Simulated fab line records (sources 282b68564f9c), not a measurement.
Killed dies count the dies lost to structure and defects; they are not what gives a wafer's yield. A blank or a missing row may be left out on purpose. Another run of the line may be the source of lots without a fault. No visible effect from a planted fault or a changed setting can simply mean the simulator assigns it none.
fab line records	flow rit_cmos
record: lots: 8	wafers: 24	last_day: 7
route steps=202 shown GATE@95 PSD@151 NSD@158 M1@202
lots with no fault: from the same line, run without faults
start_h: the number of hours between the record's first day and the start of the first shown wafer of the lot	wait_h: how many hours have passed since the lot's step before this one	" unchanged from the row above	L1.1+2: a single row standing in for several wafers	- no value, or no start given	* or withheld: withheld	< > ~ a bound
route shown NAME@n: NAME is a module with steps in the file, n the number in the route of the first one	usual: mean/standard deviation of fault-free wafers	same: alike in all rows	chamber/n: place in a boat	sites: the reading at each site	_std_site: how widely they spread, as a standard deviation	_edge_site: inner sites' mean taken away from outer sites' mean	radius_mm: for every site, how far away it sits from the centre of the wafer	mask NAME#n: copy n	behind: the tool/chamber that last shaped the wafer	hold: why the lot went on hold/how many hours it stayed there/how the hold came to an end	device: whichever transistor did not switch (one of n, p or np)	end of line: the route-end tests of the same wafers	a step with no rows: only its recipe	killed: not the wafer's yield, but the dies lost to structure and defects at the first sort	map: dies across one wafer; x = killed, . = not, _ = none there
set.NAME: setting as actually run; set.NAME@STEP: the setting as run at that earlier step	model.NAME: the simulator's own value behind a step, which no gauge read
steps of the route over a sample of lots; a table a step, a row a wafer
services: a tool's chamber out of use, with start hour (start_h, from the record's first day; less than 0 if before it), hours out, and reason
== steps ==
step: RIT_GATE_ETCH_19
recipe: chemistry: SF6/CHF3/O2	time_s: 165	SF6_flow_sccm: 30	CHF3_flow_sccm: 30	O2_flow_sccm: 5	target: poly-Si	pressure_mtorr: 40	rf_w: 160	target_depth_a: 3125	over_etch_frac: 0.25	stop_on: SiO2
usual: drypump_motor_current_A: 5.4/0.39	oes_product_au: 0.837/0.013	rf_fwd_power_W: 159.3/0.51	run_length_s: 193.2/0.42	throttle_valve_pct: 10.21/0.12
lot.wafer	tool	chamber	start_h	wait_h	drypump_motor_current_A	oes_product_au	rf_fwd_power_W	rf_hours_counter_h	run_length_s	throttle_valve_pct
L863.1	rie_si-01	0	86.17	0.1	5.1	0.704	159.4	40	240.2	10.27
L863.3	"	3	"	"	5.2	0.719	159.0	104	239.4	10.15
L863.5	"	3	"	"	5.2	0.717	159.5	-	239.2	10.16
L865.1	rie_si-01	3	95.20	0.1	5.2	0.721	158.8	104	239.6	10.16
L865.4	"	1	"	"	5.8	0.716	160.1	7	239.1	10.28
L865.5	"	3	"	"	5.2	0.716	158.8	-	239.1	10.15
L866.1	rie_si-02	0	101.97	0.1	5.6	0.846	159.4	59	192.6	10.04
L866.3	"	2	"	"	6.0	0.855	158.5	2	193.7	10.11
L866.4	"	1	"	"	5.5	0.827	159.7	66	193.3	10.10
L867.1	rie_si-02	3	108.27	0.1	4.9	0.836	159.5	11	192.8	10.43
L867.3	"	2	"	"	6.0	0.852	159.0	2	193.9	10.10
L867.4	"	0	"	"	5.6	0.845	159.4	59	192.6	10.05
L870.2	rie_si-02	0	117.01	0.1	5.6	0.842	159.8	59	192.6	10.04
L870.3	"	2	"	"	6.0	0.844	159.4	2	193.9	10.11
L870.4	"	3	"	"	4.9	0.829	160.3	11	193.1	10.42
L872.2	rie_si-02	3	127.99	0.1	4.9	0.816	160.6	12	192.8	10.42
L872.4	"	3	"	"	4.9	0.823	159.5	-	192.5	10.43
L872.5	"	1	"	"	5.4	0.822	159.4	-	193.3	10.11
L874.1	rie_si-02	1	136.51	0.1	5.5	0.830	160.0	66	193.1	10.11
L874.2	"	3	"	"	4.9	0.828	159.9	12	192.7	10.44
L874.5	"	1	"	"	5.5	0.847	159.7	-	193.7	10.11
L876.2	rie_si-02	2	147.16	0.1	6.1	0.844	160.3	2	193.8	10.09
L876.4	"	3	"	"	4.9	0.829	159.7	-	193.2	10.42
L876.5	"	2	"	"	6.0	0.844	160.0	-	193.8	10.08
step: RIT_PSD_STRIP_09
recipe: chemistry: O2	time_s: 180	resist: NOVOLAK	platen_temp_c: withheld	power_w: 500	pressure_mtorr: 4000	o2_flow_sccm: 4000
usual: drypump_motor_current_A: 6.0/0.3
lot.wafer	tool	chamber	start_h	wait_h	drypump_motor_current_A	rf_hours_counter_h
L863.1	plasma_asher-02	1	98.39	0.1	5.8	45
L863.3	"	1	"	"	5.8	-
L863.5	"	1	"	"	5.8	-
L865.1	plasma_asher-03	0	108.20	0.1	5.9	48
L865.4	"	0	"	"	5.9	-
L865.5	"	1	"	"	6.3	-
L866.1	plasma_asher-03	0	114.98	0.1	5.8	49
L866.3	"	0	"	"	5.8	-
L866.4	"	1	"	"	6.3	-
L867.1	plasma_asher-03	1	120.86	0.1	6.3	50
L867.3	"	1	"	"	6.3	-
L867.4	"	0	"	"	5.9	-
L870.2	plasma_asher-04	0	129.16	0.1	6.8	36
L870.3	"	1	"	"	5.5	-
L870.4	"	0	"	"	6.8	-
L872.2	plasma_asher-03	0	139.68	0.1	5.9	53
L872.4	"	1	"	"	6.3	-
L872.5	"	1	"	"	6.3	-
L874.1	plasma_asher-02	1	148.34	0.1	5.7	52
L874.2	"	0	"	"	6.0	52
L874.5	"	1	"	"	5.7	-
L876.2	plasma_asher-03	1	159.64	0.1	6.3	55
L876.4	"	0	"	"	5.9	-
L876.5	"	0	"	"	5.9	-
step: RIT_PSD_TW_MEAS_10
usual: PSD_TW: 3401/32
lot.wafer	tool	chamber	start_h	wait_h	PSD_TW
L863.1	film_metro-02	-	98.56	0.1	3417
L863.3	"	-	"	"	3410
L863.5	"	-	"	"	3402
L865.1	film_metro-01	-	108.37	0.1	3342
L865.4	"	-	"	"	3328
L865.5	"	-	"	"	3345
L866.1	film_metro-03	-	115.15	0.1	3462
L866.3	"	-	"	"	3421
L866.4	"	-	"	"	3440
L867.1	film_metro-02	-	121.04	0.1	3412
L867.3	"	-	"	"	3401
L867.4	"	-	"	"	3429
L870.2	film_metro-01	-	129.35	0.1	3358
L870.3	"	-	"	"	3343
L870.4	"	-	"	"	3346
L872.2	film_metro-02	-	139.86	0.1	3408
L872.4	"	-	"	"	3421
L872.5	"	-	"	"	3423
L874.1	film_metro-01	-	148.51	0.1	3369
L874.2	"	-	"	"	3389
L874.5	"	-	"	"	3367
L876.2	film_metro-02	-	159.83	0.1	3395
L876.4	"	-	"	"	3381
L876.5	"	-	"	"	3397
step: RIT_SDANNEAL_RS_MEAS_05
recipe: thk_meas_gauge: four-point-probe
usual: NSD_RS: 84.51/0.27
lot.wafer	tool	chamber	start_h	wait_h	NSD_RS[ohm/sq]
L863.1	film_metro-03	-	99.17	0.1	84.11
L863.3	"	-	"	"	84.06
L863.5	"	-	"	"	84.25
L865.1	film_metro-02	-	108.98	0.1	84.80
L865.4	"	-	"	"	84.57
L865.5	"	-	"	"	84.70
L866.1	film_metro-01	-	115.76	0.1	84.81
L866.3	"	-	"	"	84.86
L866.4	"	-	"	"	84.90
L867.1	film_metro-02	-	121.64	0.1	84.65
L867.3	"	-	"	"	84.57
L867.4	"	-	"	"	84.90
L870.2	film_metro-01	-	129.96	0.1	84.58
L870.3	"	-	"	"	84.47
L870.4	"	-	"	"	84.41
L872.2	film_metro-02	-	140.48	0.1	84.58
L872.4	"	-	"	"	84.63
L872.5	"	-	"	"	84.74
L874.1	film_metro-02	-	149.12	0.1	84.74
L874.2	"	-	"	"	84.43
L874.5	"	-	"	"	84.61
L876.2	film_metro-02	-	160.46	0.1	84.39
L876.4	"	-	"	"	84.28
L876.5	"	-	"	"	84.24
step: RIT_M1_PROBE_99
usual: killed_at_M0_to_M3: 0.0/0.18	killed_at_contacts: 0.1/0.38	killed_at_front_end: 6.9/2.9	killed_dies: 7.1/3	killed_on_rim: 2.0/1.4	killed_open: 3.5/2.1	killed_short: 3.5/2
same: gross_dies: 264	killed_at_M4_up: 0	killed_at_back_side: 0	killed_at_other: 0
lot.wafer	tool	chamber	start_h	wait_h	killed_at_M0_to_M3	killed_at_contacts	killed_at_front_end	killed_dies	killed_on_rim	killed_open	killed_short
L863.1	prober-02	-	106.62	0.1	0	0	3	3	0	2	1
L863.3	prober-02	-	106.72	0.2	0	1	6	7	1	3	4
L863.5	prober-02	-	106.82	0.2	0	0	12	12	3	10	2
L865.1	prober-02	-	116.23	0.1	0	0	1	1	0	1	0
L865.4	prober-02	-	116.38	0.2	1	0	6	7	2	2	5
L865.5	prober-02	-	116.43	0.2	0	0	4	4	0	1	3
L866.1	prober-01	-	122.98	0.1	0	0	7	7	2	3	4
L866.3	prober-01	-	123.08	0.2	0	0	10	10	5	8	2
L866.4	prober-01	-	123.13	0.2	0	0	14	14	3	6	8
L867.1	prober-01	-	129.92	0.1	0	0	14	14	6	9	5
L867.3	prober-01	-	130.02	0.2	0	0	10	10	1	6	4
L867.4	prober-01	-	130.07	0.2	0	0	5	5	1	3	2
L870.2	prober-01	-	138.23	0.1	0	0	9	9	2	5	4
L870.3	prober-01	-	138.28	0.2	0	0	4	4	2	2	2
L870.4	prober-01	-	138.33	0.2	0	0	4	4	2	2	2
L872.2	prober-01	-	147.94	0.1	0	0	6	6	2	2	4
L872.4	prober-01	-	148.04	0.2	0	0	7	7	2	5	2
L872.5	prober-01	-	148.09	0.2	1	0	9	10	2	1	9
L874.1	prober-01	-	156.48	0.1	0	0	6	6	3	3	3
L874.2	prober-01	-	156.53	0.1	0	0	5	5	1	2	2
L874.5	prober-01	-	156.68	0.2	0	0	6	6	1	2	3
L876.2	prober-01	-	168.49	0.1	0	0	5	5	2	2	3
L876.4	prober-01	-	168.59	0.2	0	0	6	6	1	3	3
L876.5	prober-01	-	168.64	0.2	0	0	5	5	0	4	1
killed by level:class
L863.1 FOX2:geometric_particle:open=1 GATE:geometric_particle:short=1 GATE:geometric_particle:open=1
L863.3 FOX1:geometric_particle:open=1 FOX2:geometric_particle:short=1 GATE:geometric_particle:short=1 REOX:geometric_particle:short=1 REOX:geometric_particle:open=1 SPACER:geometric_particle:short=1 CONTACT:geometric_particle:open=1
L863.5 GATE:geometric_particle:open=4 FOX2:geometric_particle:open=2 GATE:geometric_particle:short=2 SPACER:geometric_particle:open=2 FOX1:geometric_particle:open=1 SILICIDE:geometric_particle:open=1
L865.1 FOX1:geometric_particle:open=1
L865.4 SPACER:geometric_particle:short=2 SILICIDE:geometric_particle:short=2 FOX1:geometric_particle:open=1 SILICIDE:geometric_particle:open=1 M1:geometric_particle:short=1
L865.5 GATE:geometric_particle:short=2 GATE:geometric_particle:open=1 SILICIDE:geometric_particle:short=1
L866.1 FOX1:geometric_particle:short=2 GATE:geometric_particle:short=2 ACTIVE:geometric_particle:open=1 FOX1:geometric_particle:open=1 GATE:geometric_particle:open=1
L866.3 FOX1:geometric_particle:open=4 GATE:geometric_particle:open=3 GATE:geometric_particle:short=1 REOX:geometric_particle:open=1 SILICIDE:geometric_particle:short=1
L866.4 GATE:geometric_particle:short=4 GATE:geometric_particle:open=3 FOX1:geometric_particle:short=2 REOX:geometric_particle:short=2 FOX1:geometric_particle:open=1 FOX2:geometric_particle:open=1 SPACER:geometric_particle:open=1
L867.1 REOX:geometric_particle:open=3 GATE:geometric_particle:short=2 GATE:geometric_particle:open=2 SILICIDE:geometric_particle:open=2 FOX1:geometric_particle:short=1 FOX1:geometric_particle:open=1 FOX2:geometric_particle:short=1 REOX:geometric_particle:short=1
L867.3 FOX2:geometric_particle:open=3 SILICIDE:geometric_particle:short=2 SILICIDE:geometric_particle:open=2 GATE:geometric_particle:short=1 SPACER:geometric_particle:open=1 SPACER:geometric_particle:short=1
L867.4 GATE:geometric_particle:open=2 REOX:geometric_particle:open=1 REOX:geometric_particle:short=1 SPACER:geometric_particle:short=1
L870.2 GATE:geometric_particle:short=3 GATE:geometric_particle:open=2 FOX1:geometric_particle:open=1 FOX1:geometric_particle:short=1 FOX2:geometric_particle:open=1 REOX:geometric_particle:open=1
L870.3 FOX1:geometric_particle:short=1 GATE:geometric_particle:short=1 GATE:geometric_particle:open=1 SPACER:geometric_particle:open=1
L870.4 ACTIVE:geometric_particle:short=1 GATE:geometric_particle:open=1 GATE:geometric_particle:short=1 REOX:geometric_particle:open=1
L872.2 SPACER:geometric_particle:short=2 FOX1:geometric_particle:open=1 FOX2:geometric_particle:short=1 SPACER:geometric_particle:open=1 SILICIDE:geometric_particle:short=1
L872.4 REOX:geometric_particle:open=2 SPACER:geometric_particle:open=2 ACTIVE:geometric_particle:short=1 FOX1:geometric_particle:open=1 GATE:geometric_particle:short=1
L872.5 SPACER:geometric_particle:short=4 SILICIDE:geometric_particle:short=3 FOX2:geometric_particle:short=1 GATE:geometric_particle:short=1 M1:geometric_particle:open=1
L874.1 GATE:geometric_particle:short=3 SILICIDE:geometric_particle:open=2 SPACER:geometric_particle:open=1
L874.2 SPACER:geometric_particle:open=2 GATE:geometric_particle:short=1 SILICIDE:geometric_particle:short=1 PRETRO:coat_microbubble_printed=1
L874.5 FOX1:geometric_particle:short=2 FOX1:geometric_particle:open=1 GATE:geometric_particle:open=1 GATE:geometric_particle:short=1 PRETRO:coat_microbubble_printed=1
L876.2 FOX1:geometric_particle:open=1 FOX1:geometric_particle:short=1 GATE:geometric_particle:short=1 REOX:geometric_particle:short=1 SPACER:geometric_particle:open=1
L876.4 GATE:geometric_particle:short=2 SPACER:geometric_particle:open=2 FOX1:geometric_particle:open=1 REOX:geometric_particle:short=1
L876.5 SPACER:geometric_particle:open=2 GATE:geometric_particle:open=1 SPACER:geometric_particle:short=1 SILICIDE:geometric_particle:open=1
== services ==
tool	chamber	start_h	hours	kind
plasma_asher-04	-	67.36	4.3	pm
rie_si-01	2	89.48	2.6	repair
rie_si-02	0	125.94	41.4	repair
plasma_asher-03	-	142.21	2.9	repair
rie_si-02	2	144.82	1.8	repair
== key ==
first_sign: step: RIT_GATE_ETCH_19	reading: run_length_s	direction: up	sigmas: 99+	usual: *	struck: *
effect: step: RIT_GATE_ETCH_19	reading: oes_product_au	direction: down	sigmas: 9.2	usual: 0.837	struck: 0.716
met_at RIT_GATE_ETCH_19
struck_lots L863,L865
tester_left_out L863,L865
not_acting_at RIT_PSD_STRIP_09,RIT_PSD_TW_MEAS_10,RIT_SDANNEAL_RS_MEAS_05
fault: kind: process_parameter_drift	tool: rie_si-01	chamber: -	onset_h: 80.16	steps: RIT_GATE_ETCH_19	channel: time_s	offset: *	shape: step	end_h: 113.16	stated: *
tester_left_out: of these lots the tester's yield and bins aren't shown, on N5 and GAA mostly nor the transistor test; their killed dies are dies lost to structure and defects alone, not to doping, threshold or leakage, so they don't give the yield
